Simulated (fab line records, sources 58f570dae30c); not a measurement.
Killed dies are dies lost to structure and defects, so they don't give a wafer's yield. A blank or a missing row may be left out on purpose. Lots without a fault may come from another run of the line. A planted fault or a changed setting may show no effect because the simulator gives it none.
fab line records | flow berkeley_cmos170 | part 1 of 2: steps 1 to 43 of 45
record lots=6 wafers=18 last_day=13
route steps=331 shown NLDD@159 SPACER@171 PSD@175 NSD@187 BACKSIDE@199 M2@288 M3@331
lots that met no fault: from a run of the same line without faults
start_h: hours from the record's first day to the start of the lot's first wafer shown | wait_h: hours since the lot's step before | " the same as in the row above | L1.1+2: a row that stands for several wafers | - no value, or no start given | * or withheld: withheld | < > ~ a bound
route shown NAME@n: a module of which the file shows steps, and the number in the route of the first | usual: mean/standard deviation of fault-free wafers | same: alike in all rows | chamber/n: place in a boat | sites: the reading at each site | _std_site: their standard deviation | _edge_site: outer sites' mean less inner sites' | radius_mm: how far each site lies from the wafer's centre | mask NAME#n: copy n | behind: the tool/chamber that last shaped the wafer | hold: why the lot was held/for how many hours/how that ended | device: the transistor (n, p or np) that didn't switch | end of line: the same wafers' tests at the end of the route | a step without rows: its recipe alone | killed: dies lost to structure and defects at the first sort, not the wafer's yield | map: a wafer's dies, x killed, . not, _ none there
set.NAME: the setting as run; set.NAME@STEP: as run at that earlier step | model.NAME: the simulator's own value behind a step, which no gauge read
lots at some steps of the route; a table a step, a row a wafer
services: from which hour (start_h, from the record's first day; less than 0 if before it) a tool's chamber was out of use, for how many hours, and why
## steps
# step UCB170_NLDD_COAT_01
# recipe resist=KrF spin_rpm=1500 resist_thk_nm=900
# step UCB170_NLDD_SOFTBAKE_02
# recipe resist=KrF temp_c=130 time_s=60
# step UCB170_NLDD_EXPOSE_03
# recipe mask_id=NSELECT na=0.5 sigma_outer=0.6 source_shape=conventional target_cd_nm=1200 dose_mj=30
# step UCB170_NLDD_PEB_04
# recipe peb_temp_c=130 peb_time_s=withheld resist=KrF
# step UCB170_NLDD_DEVELOP_05
# recipe developer=TMAH develop_time_s=45 resist=KrF dev_temp_c=21
# step UCB170_NLDD_CD_MEAS_06
# recipe target_cd_nm=1200
# usual cd_nm=1200.0/1.7
# columns lot.wafer tool chamber start_h wait_h cd_nm
L137.1 cd_sem-02 - 210.25 - 1203.7
L137.3 " - " " 1202.2
L137.5 " - " " 1203.7
L138.1 cd_sem-01 - 210.80 - 1199.8
L138.3 " - " " 1197.1
L138.6 " - " " 1198.5
L148.1 cd_sem-02 - 246.06 - 1197.7
L148.3 " - " " 1198.2
L148.4 " - " " 1197.1
L150.2 cd_sem-02 - 268.15 - 1198.8
L150.4 " - " " 1198.5
L150.6 " - " " 1198.4
L152.2 cd_sem-01 - 268.42 - 1200.4
L152.3 " - " " 1200.4
L152.5 " - " " 1199.6
L155.2 cd_sem-02 - 282.65 - 1198.7
L155.3 " - " " 1198.0
L155.5 " - " " 1198.8
# step UCB170_NLDD_OVL_MEAS_07
# usual NLDD_OVL=-3/5.6
# columns lot.wafer tool chamber start_h wait_h NLDD_OVL[nm]
L137.1 overlay-02 - 210.37 0.1 0
L137.3 " - " " 1
L137.5 " - " " -2
L138.1 overlay-01 - 210.92 0.1 -10
L138.3 " - " " -8
L138.6 " - " " -1
L148.1 overlay-02 - 246.18 0.1 -2
L148.3 " - " " -1
L148.4 " - " " -8
L150.2 overlay-01 - 268.25 0.1 2
L150.4 " - " " 4
L150.6 " - " " -2
L152.2 overlay-01 - 268.53 0.1 5
L152.3 " - " " -3
L152.5 " - " " -2
L155.2 overlay-02 - 282.76 0.1 -2
L155.3 " - " " 2
L155.5 " - " " -3
# step UCB170_NLDD_IMPLANT_08
# recipe species=As dose_cm2=5e+13 energy_kev=30 tilt_deg=7 rotation_deg=0
# step UCB170_NLDD_IMPLANT_09
# recipe species=As dose_cm2=5e+13 energy_kev=30 tilt_deg=7 rotation_deg=180
# step UCB170_NLDD_STRIP_10
# recipe chemistry=O2 power_w=400 pressure_mtorr=3500 platen_temp_c=withheld o2_flow_sccm=400 overash_fraction=0.5
# usual drypump_motor_current_A=6.1/0.45 o2_flow_sccm=400.1/1.3 oes_product_au=0.734/0.0047 strip_time_to_endpoint_s=21.62/0.06
# columns lot.wafer tool chamber start_h wait_h drypump_motor_current_A o2_flow_sccm oes_product_au rf_hours_counter_h strip_time_to_endpoint_s
L137.1 plasma_asher-04 1 210.71 0.1 5.8 401.4 0.733 9 21.62
L137.3 " 0 " " 5.9 398.6 0.737 - 21.58
L137.5 " 1 " " 5.8 399.0 0.736 - 21.65
L138.1 plasma_asher-01 1 211.26 0.1 6.6 402.1 0.725 49 21.58
L138.3 " 1 " " 6.6 401.6 0.748 - 21.65
L138.6 " 0 " " 6.5 402.1 0.740 - 21.59
L148.1 plasma_asher-04 0 246.51 0.1 5.9 400.1 0.735 13 21.67
L148.3 " 0 " " 5.9 398.6 0.729 - 21.65
L148.4 " 1 " " 5.8 401.5 0.738 - 21.69
L150.2 plasma_asher-01 1 268.58 0.1 6.6 398.1 0.728 56 21.54
L150.4 " 1 " " 6.6 401.9 0.731 - 21.56
L150.6 " 1 " " 6.6 401.2 0.729 - 21.55
L152.2 plasma_asher-01 1 268.86 0.1 6.6 401.0 0.734 56 21.71
L152.3 " 0 " " 6.5 398.4 0.727 - 21.62
L152.5 " 1 " " 6.6 401.2 0.725 - 21.64
L155.2 plasma_asher-01 0 283.09 0.1 6.4 399.3 0.734 58 21.73
L155.3 " 0 " " 6.5 399.7 0.742 - 21.67
L155.5 " 0 " " 6.5 397.9 0.730 - 21.74
# step UCB170_NLDD_TW_MEAS_11
# usual NLDD_TW=2221/16
# columns lot.wafer tool chamber start_h wait_h NLDD_TW
L137.1 film_metro-04 - 210.81 0.1 2206
L137.3 " - " " 2213
L137.5 " - " " 2203
L138.1 film_metro-04 - 211.36 0.1 2198
L138.3 " - " " 2211
L138.6 " - " " 2214
L148.1 film_metro-04 - 246.61 0.1 2216
L148.3 " - " " 2215
L148.4 " - " " 2212
L150.2 film_metro-03 - 268.69 0.1 2201
L150.4 " - " " 2220
L150.6 " - " " 2197
L152.2 film_metro-04 - 268.97 0.1 2234
L152.3 " - " " 2234
L152.5 " - " " 2236
L155.2 film_metro-03 - 283.20 0.1 2210
L155.3 " - " " 2206
L155.5 " - " " 2214
# step UCB170_NLDD_CLEAN_12
# recipe chemistry=SPM temp_c=120 time_s=600
# step UCB170_SPACER_CVD_00
# recipe material=SiO2 target_thk_nm=376 temp_c=390 precursor=TEOS/O2 time_s=47 rf_w=558.9 pressure_mtorr=9000
# usual heater_power_w=270/53
# columns lot.wafer tool chamber start_h wait_h heater_power_w model.SiO2_of_SPACER_CVD_00.thk_nm
L137.1 pecvd-01 0 212.43 0.0 325 371.2
L137.3 " 2 " " 261 373.5
L137.5 " 1 " " 244 380.1
L138.1 pecvd-02 2 212.47 0.0 204 372
L138.3 " 1 " " 290 371.6
L138.6 " 2 " " 204 382.2
L148.1 pecvd-01 2 246.96 0.0 232 375.6
L148.3 " 1 " " 203 250.2
L148.4 " 2 " " 250 379.3
L150.2 pecvd-01 0 268.92 0.0 306 370.7
L150.4 " 0 " " 315 381.2
L150.6 " 1 " " 219 255.6
L152.2 pecvd-02 0 269.19 0.0 352 377
L152.3 " 1 " " 286 381.2
L152.5 " 1 " " 308 385.4
L155.2 pecvd-03 0 283.42 0.0 257 373.2
L155.3 " 2 " " 334 373.3
L155.5 " 1 " " 206 381.5
# step UCB170_SPACER_THK_MEAS_01
# recipe reads=SiO2_of_SPACER_CVD_00
# usual SPACER_TEOS_THK=377/4.3
# columns lot.wafer tool chamber start_h wait_h SPACER_TEOS_THK[nm]
L137.1 film_metro-03 - 212.47 0.0 371
L137.3 " - " " 374
L137.5 " - " " 380
L138.1 film_metro-01 - 212.53 0.0 372
L138.3 " - " " 372
L138.6 " - " " 382
L148.1 film_metro-02 - 247.00 0.0 375
L148.3 " - " " 250
L148.4 " - " " 379
L150.2 film_metro-01 - 268.97 0.0 371
L150.4 " - " " 382
L150.6 " - " " 256
L152.2 film_metro-03 - 269.25 0.0 377
L152.3 " - " " 381
L152.5 " - " " 385
L155.2 film_metro-02 - 283.48 0.0 373
L155.3 " - " " 373
L155.5 " - " " 382
# step UCB170_SPACER_ANNEAL_02
# recipe temp_c=900 time_s=1800 ambient=N2
# step UCB170_SPACER_ETCHBACK_03
# recipe stop_on=Si target=SiO2 chemistry=CHF3/CF4/Ar CHF3_flow_sccm=50 cf4_flow_sccm=10 Ar_flow_sccm=120 pressure_mtorr=200 rf_w=500 target_depth_a=3760 time_s=100
# usual cf4_flow_sccm=10.00/0.031 drypump_motor_current_A=5.9/0.33 oes_product_au=0.904/0.017 throttle_valve_pct=6.47/0.07
# columns lot.wafer tool chamber start_h wait_h cf4_flow_sccm drypump_motor_current_A oes_product_au rf_hours_counter_h throttle_valve_pct model.etch.depth_nm
L137.1 rie_diel-01 3 219.39 0.0 10.08 6.3 0.892 142 6.60 371.2
L137.3 " 0 " " 10.03 6.3 0.882 2 6.52 373.5
L137.5 " 0 " " 10.05 6.2 0.899 - 6.50 380.1
L138.1 rie_diel-01 0 219.46 0.1 10.00 6.3 0.875 2 6.52 372
L138.3 " 1 " " 10.02 5.7 0.895 119 6.50 371.6
L138.6 " 2 " " 9.98 5.9 0.903 - 6.42 382.2
L148.1 rie_diel-01 2 254.15 0.0 9.93 5.8 0.889 22 6.43 375.6
L148.3 " 1 " " 9.97 5.7 0.677 122 6.48 250.2
L148.4 " 0 " " 10.03 6.2 0.895 4 6.50 379.3
L150.2 rie_diel-01 3 274.89 0.0 9.98 6.3 0.881 2 6.61 370.7
L150.4 " 0 " " 10.00 6.3 0.895 5 6.52 381.2
L150.6 " 0 " " 9.99 6.3 0.678 - 6.51 255.6
L152.2 rie_diel-04 3 274.96 0.1 9.96 6.0 0.880 48 6.42 377
L152.3 " 1 " " 10.03 6.5 0.914 73 6.40 381.2
L152.5 " 3 " " 9.97 6.0 0.898 - 6.41 385.4
L155.2 rie_diel-01 2 292.89 0.0 10.02 5.8 0.884 24 6.42 373.2
L155.3 " 3 " " 9.95 6.3 0.886 3 6.60 373.3
L155.5 " 0 " " 10.00 6.3 0.893 - 6.53 381.5
# step UCB170_PSD_HMDS_00
# recipe prime_time_s=60 prime_temp_c=100
# step UCB170_PSD_COAT_01
# recipe resist=KrF spin_rpm=1500 resist_thk_nm=900
# step UCB170_PSD_SOFTBAKE_02
# recipe resist=KrF temp_c=130 time_s=60
# step UCB170_PSD_EXPOSE_03
# recipe mask_id=PSELECT_MOD na=0.5 sigma_outer=0.6 source_shape=conventional target_cd_nm=1200 dose_mj=30
# step UCB170_PSD_PEB_04
# recipe peb_temp_c=130 peb_time_s=withheld resist=KrF
# step UCB170_PSD_DEVELOP_05
# recipe developer=TMAH develop_time_s=45 resist=KrF dev_temp_c=21
# step UCB170_PSD_CD_MEAS_06
# recipe target_cd_nm=1200
# usual cd_nm=1200.0/1.6
# columns lot.wafer tool chamber start_h wait_h cd_nm
L137.1 cd_sem-01 - 220.63 - 1198.5
L137.3 " - " " 1199.2
L137.5 " - " " 1198.0
L138.1 cd_sem-01 - 221.91 - 1201.2
L138.3 " - " " 1200.0
L138.6 " - " " 1200.7
L148.1 cd_sem-02 - 255.66 - 1200.5
L148.3 " - " " 1200.0
L148.4 " - " " 1199.6
L150.2 cd_sem-01 - 276.57 - 1201.2
L150.4 " - " " 1199.5
L150.6 " - " " 1199.4
L152.2 cd_sem-02 - 276.60 - 1202.8
L152.3 " - " " 1201.4
L152.5 " - " " 1200.0
L155.2 cd_sem-01 - 293.82 - 1203.7
L155.3 " - " " 1202.2
L155.5 " - " " 1203.1
# step UCB170_PSD_OVL_MEAS_07
# usual PSD_OVL=0/6
# columns lot.wafer tool chamber start_h wait_h PSD_OVL[nm]
L137.1 overlay-01 - 220.75 0.1 3
L137.3 " - " " 9
L137.5 " - " " 9
L138.1 overlay-02 - 222.03 0.1 -9
L138.3 " - " " -8
L138.6 " - " " 0
L148.1 overlay-02 - 255.78 0.1 -4
L148.3 " - " " -4
L148.4 " - " " -1
L150.2 overlay-01 - 276.67 0.1 3
L150.4 " - " " -1
L150.6 " - " " 2
L152.2 overlay-02 - 276.71 0.1 -3
L152.3 " - " " -6
L152.5 " - " " -4
L155.2 overlay-02 - 293.93 0.1 -4
L155.3 " - " " -10
L155.5 " - " " -6
# step UCB170_PSD_IMPLANT_08
# recipe species=B dose_cm2=3e+15 energy_kev=20 tilt_deg=7
# step UCB170_PSD_STRIP_09
# recipe chemistry=O2 power_w=400 pressure_mtorr=3500 platen_temp_c=withheld o2_flow_sccm=400 overash_fraction=0.5
# usual drypump_motor_current_A=6.0/0.61 o2_flow_sccm=399.8/1.2 oes_product_au=0.599/0.0048 strip_time_to_endpoint_s=29.39/0.092
# columns lot.wafer tool chamber start_h wait_h drypump_motor_current_A o2_flow_sccm oes_product_au rf_hours_counter_h strip_time_to_endpoint_s
L137.1 plasma_asher-03 0 220.94 0.1 5.1 397.1 0.594 47 29.44
L137.3 " 1 " " 5.6 399.2 0.589 - 29.48
L137.5 " 0 " " 5.1 397.6 0.599 - 29.47
L138.1 plasma_asher-02 1 222.22 0.1 5.2 399.7 0.600 43 29.36
L138.3 " 0 " " 6.4 397.6 0.597 - 29.38
L138.6 " 1 " " 5.2 399.1 0.607 - 29.36
L148.1 plasma_asher-01 1 255.97 0.1 6.6 399.8 0.597 54 29.29
L148.3 " 1 " " 6.6 399.3 0.605 - 29.30
L148.4 " 0 " " 6.5 401.2 0.598 - 29.28
L150.2 plasma_asher-03 1 276.85 0.1 5.6 400.3 0.604 54 29.43
L150.4 " 0 " " 5.1 398.8 0.594 - 29.46
L150.6 " 1 " " 5.6 400.0 0.594 - 29.38
L152.2 plasma_asher-02 1 276.89 0.1 5.2 398.1 0.607 50 29.37
L152.3 " 0 " " 6.4 398.4 0.601 - 29.43
L152.5 " 1 " " 5.2 399.3 0.592 - 29.40
L155.2 plasma_asher-01 1 294.11 0.1 6.6 399.8 0.602 59 29.42
L155.3 " 1 " " 6.6 399.4 0.602 - 29.34
L155.5 " 1 " " 6.5 397.5 0.600 - 29.41
# step UCB170_PSD_TW_MEAS_10
# usual PSD_TW=2328/15
# columns lot.wafer tool chamber start_h wait_h PSD_TW
L137.1 film_metro-04 - 221.04 0.1 2360
L137.3 " - " " 2351
L137.5 " - " " 2351
L138.1 film_metro-04 - 222.32 0.1 2352
L138.3 " - " " 2347
L138.6 " - " " 2347
L148.1 film_metro-01 - 256.07 0.1 2316
L148.3 " - " " 2311
L148.4 " - " " 2315
L150.2 film_metro-03 - 276.96 0.1 2330
L150.4 " - " " 2312
L150.6 " - " " 2314
L152.2 film_metro-01 - 277.00 0.1 2313
L152.3 " - " " 2328
L152.5 " - " " 2317
L155.2 film_metro-04 - 294.22 0.1 2327
L155.3 " - " " 2329
L155.5 " - " " 2327
# step UCB170_PSD_CLEAN_11
# recipe chemistry=SPM temp_c=120 time_s=600
# step UCB170_NSD_HMDS_00
# recipe prime_time_s=60 prime_temp_c=100
# step UCB170_NSD_COAT_01
# recipe resist=KrF spin_rpm=1500 resist_thk_nm=900
# step UCB170_NSD_SOFTBAKE_02
# recipe resist=KrF temp_c=130 time_s=60
# step UCB170_NSD_EXPOSE_03
# recipe mask_id=NSELECT_MOD na=0.5 sigma_outer=0.6 source_shape=conventional target_cd_nm=1200 dose_mj=29.29
# step UCB170_NSD_PEB_04
# recipe peb_temp_c=130 peb_time_s=withheld resist=KrF
# step UCB170_NSD_DEVELOP_05
# recipe developer=TMAH develop_time_s=45 resist=KrF dev_temp_c=21
# step UCB170_NSD_CD_MEAS_06
# recipe target_cd_nm=1200
# usual cd_nm=1199.7/1.4
# columns lot.wafer tool chamber start_h wait_h cd_nm
L137.1 cd_sem-02 - 223.08 - 1197.5
L137.3 " - " " 1197.0
L137.5 " - " " 1197.1
L138.1 cd_sem-02 - 224.08 - 1201.8
L138.3 " - " " 1201.4
L138.6 " - " " 1200.8
L148.1 cd_sem-01 - 257.98 - 1200.4
L148.3 " - " " 1198.8
L148.4 " - " " 1198.2
L150.2 cd_sem-02 - 278.78 - 1197.0
L150.4 " - " " 1198.0
L150.6 " - " " 1197.5
L152.2 cd_sem-01 - 278.87 - 1199.5
L152.3 " - " " 1198.9
L152.5 " - " " 1197.7
L155.2 cd_sem-02 - 296.52 - 1199.6
L155.3 " - " " 1199.3
L155.5 " - " " 1199.9
# step UCB170_NSD_OVL_MEAS_07
# usual NSD_OVL=-1/5.7
# columns lot.wafer tool chamber start_h wait_h NSD_OVL[nm]
L137.1 overlay-02 - 223.20 0.1 8
L137.3 " - " " 10
L137.5 " - " " 8
L138.1 overlay-02 - 224.20 0.1 -3
L138.3 " - " " -1
L138.6 " - " " 6
L148.1 overlay-02 - 258.10 0.1 -3
L148.3 " - " " -10
L148.4 " - " " -8
L150.2 overlay-01 - 278.89 0.1 1
L150.4 " - " " 0
L150.6 " - " " 0
L152.2 overlay-02 - 278.97 0.1 10
L152.3 " - " " 5
L152.5 " - " " 4
L155.2 overlay-02 - 296.62 0.1 -7
L155.3 " - " " 2
L155.5 " - " " 3
# step UCB170_NSD_IMPLANT_08
# recipe species=P dose_cm2=3e+15 energy_kev=40 tilt_deg=7
# step UCB170_NSD_STRIP_09
# recipe chemistry=O2 power_w=400 pressure_mtorr=3500 platen_temp_c=withheld o2_flow_sccm=400 overash_fraction=0.5
# usual drypump_motor_current_A=6.0/0.49 o2_flow_sccm=399.9/1.2 oes_product_au=0.534/0.0047 strip_time_to_endpoint_s=35.80/0.068
# columns lot.wafer tool chamber start_h wait_h drypump_motor_current_A o2_flow_sccm oes_product_au rf_hours_counter_h strip_time_to_endpoint_s
L137.1 plasma_asher-04 0 223.39 0.1 5.9 399.2 0.538 10 35.81
L137.3 " 1 " " 5.9 399.8 0.523 - 35.67
L137.5 " 1 " " 5.9 400.2 0.538 - 35.82
L138.1 plasma_asher-02 1 224.39 0.1 5.2 398.7 0.544 44 35.78
L138.3 " 1 " " 5.2 399.3 0.527 - 35.81
L138.6 " 0 " " 6.5 398.6 0.543 - 35.84
L148.1 plasma_asher-04 0 258.29 0.1 5.9 399.2 0.532 14 35.83
L148.3 " 1 " " 5.9 397.8 0.535 - 35.88
L148.4 " 0 " " 5.9 398.1 0.530 - 35.83
L150.2 plasma_asher-04 1 279.07 0.1 5.9 399.5 0.530 16 35.83
L150.4 " 1 " " 5.9 397.1 0.533 - 35.84
L150.6 " 1 " " 5.9 399.8 0.536 - 35.89
L152.2 plasma_asher-02 0 279.15 0.1 6.5 399.7 0.537 50 35.78
L152.3 " 1 " " 5.2 401.8 0.530 - 35.85
L152.5 " 1 " " 5.2 400.3 0.533 - 35.83
L155.2 plasma_asher-02 0 296.80 0.1 6.4 400.7 0.539 52 35.80
L155.3 " 0 " " 6.5 400.1 0.540 - 35.90
L155.5 " 1 " " 5.2 403.1 0.536 - 35.88
# step UCB170_NSD_TW_MEAS_10
# usual NSD_TW=4192/29
# columns lot.wafer tool chamber start_h wait_h NSD_TW
L137.1 film_metro-01 - 223.49 0.1 4200
L137.3 " - " " 4171
L137.5 " - " " 4192
L138.1 film_metro-03 - 224.49 0.1 4191
L138.3 " - " " 4189
L138.6 " - " " 4183
L148.1 film_metro-01 - 258.39 0.1 4168
L148.3 " - " " 4163
L148.4 " - " " 4164
L150.2 film_metro-01 - 279.18 0.1 4202
L150.4 " - " " 4194
L150.6 " - " " 4202
L152.2 film_metro-04 - 279.26 0.1 4210
L152.3 " - " " 4240
L152.5 " - " " 4214
L155.2 film_metro-03 - 296.91 0.1 4162
L155.3 " - " " 4162
L155.5 " - " " 4164
# step UCB170_NSD_CLEAN_11
# recipe chemistry=SPM temp_c=120 time_s=600
# step UCB170_BACKSIDE_HMDS_00
# recipe prime_time_s=60 prime_temp_c=100
# step UCB170_BACKSIDE_COAT_01
# recipe resist=KrF spin_rpm=1500 resist_thk_nm=900
# step UCB170_M2_ETCH_17
# recipe chemistry=N2/H2 target_depth_a=withheld overetch_a=withheld target=BARC time_s=withheld source_w=500 bias_w=100 pressure_mtorr=30 n2_flow_sccm=100 h2_flow_sccm=200
# usual bias_w=100.01/0.26 drypump_motor_current_A=5.9/0.32 oes_product_au=0.999/0.02 throttle_valve_pct=13.33/0.15
# columns lot.wafer tool chamber start_h wait_h bias_w drypump_motor_current_A oes_product_au throttle_valve_pct model.M2.cd_nm
L137.1 rie_diel-04 3 240.03 0.0 99.65 6.0 0.978 13.17 699.8
L137.3 " 1 " " 100.01 6.5 1.006 13.34 701.7
L137.5 " 0 " " 99.43 5.5 1.060 13.09 699.4
L138.1 rie_diel-04 3 247.21 0.0 100.30 6.0 0.969 13.16 700.2
L138.3 " 1 " " 100.26 6.5 1.012 13.34 701.5
L138.6 " 3 " " 100.07 6.0 0.986 13.19 700.2
L148.1 rie_diel-01 0 275.25 0.0 100.05 6.3 1.006 13.34 679.8
L148.3 " 1 " " 99.83 5.7 0.989 13.35 682.4
L148.4 " 3 " " 99.85 6.3 0.999 13.57 682.6
L150.2 rie_diel-02 3 295.55 0.0 99.93 5.5 1.012 13.45 682.7
L150.4 " 0 " " 99.99 6.2 1.002 13.51 682.9
L150.6 " 0 " " 100.28 6.2 1.004 13.52 682.9
L152.2 rie_diel-04 3 295.79 0.0 100.65 6.0 0.974 13.17 702.9
L152.3 " 0 " " 100.55 5.6 1.064 13.08 702.5
L152.5 " 0 " " 100.12 5.5 1.055 13.07 702.9
L155.2 rie_diel-01 1 315.04 0.0 99.69 5.7 0.986 13.34 701.5
L155.3 " 0 " " 99.99 6.3 0.998 13.33 699.6
L155.5 " 1 " " 99.73 5.7 1.000 13.36 700.4
## key
first_sign step=UCB170_SPACER_THK_MEAS_01 reading=SPACER_TEOS_THK direction=down sigmas=29 usual=377 struck=253
effect step=UCB170_SPACER_ETCHBACK_03 reading=oes_product_au direction=down sigmas=13 usual=0.904 struck=0.677
model_effect step=UCB170_SPACER_CVD_00 value=SiO2_of_SPACER_CVD_00.thk_nm without=377.6 struck=252.9
model_effect step=UCB170_SPACER_ETCHBACK_03 value=etch.depth_nm without=377.6 struck=252.9
model_effect step=UCB170_M2_ETCH_17 value=M2.cd_nm without=699.5 struck=682.7
model_effect step=UCB170_M2_METAL_ETCH_18 value=M2.cd_nm without=698.7 struck=681.8
model_effect step=UCB170_M3_PROBE_99 value=etest.pmos_0p6.r_on_ohm_um without=8531 struck=5884
met_at UCB170_SPACER_CVD_00
struck_wafers L148.3,L150.6
tester_left_out L148,L150
loop_trim step=UCB170_M2_EXPOSE_12 setting=dose lots=L148,L150
onset_between 212.43 246.96
fault kind=process_parameter_drift tool=pecvd-01 chamber=1 onset_h=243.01 steps=UCB170_SPACER_CVD_00 channel=target_thk_nm offset=-124.08 shape=step end_h=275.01 acts_in=these_recipes_only stated=376
# tester_left_out: of these lots the tester's yield and bins aren't shown, on N5 and GAA mostly nor the transistor test; their killed dies are dies lost to structure and defects alone, not to doping, threshold or leakage, so they don't give the yield
# loop_trim: a control loop set the setting to another value than it would have without faults
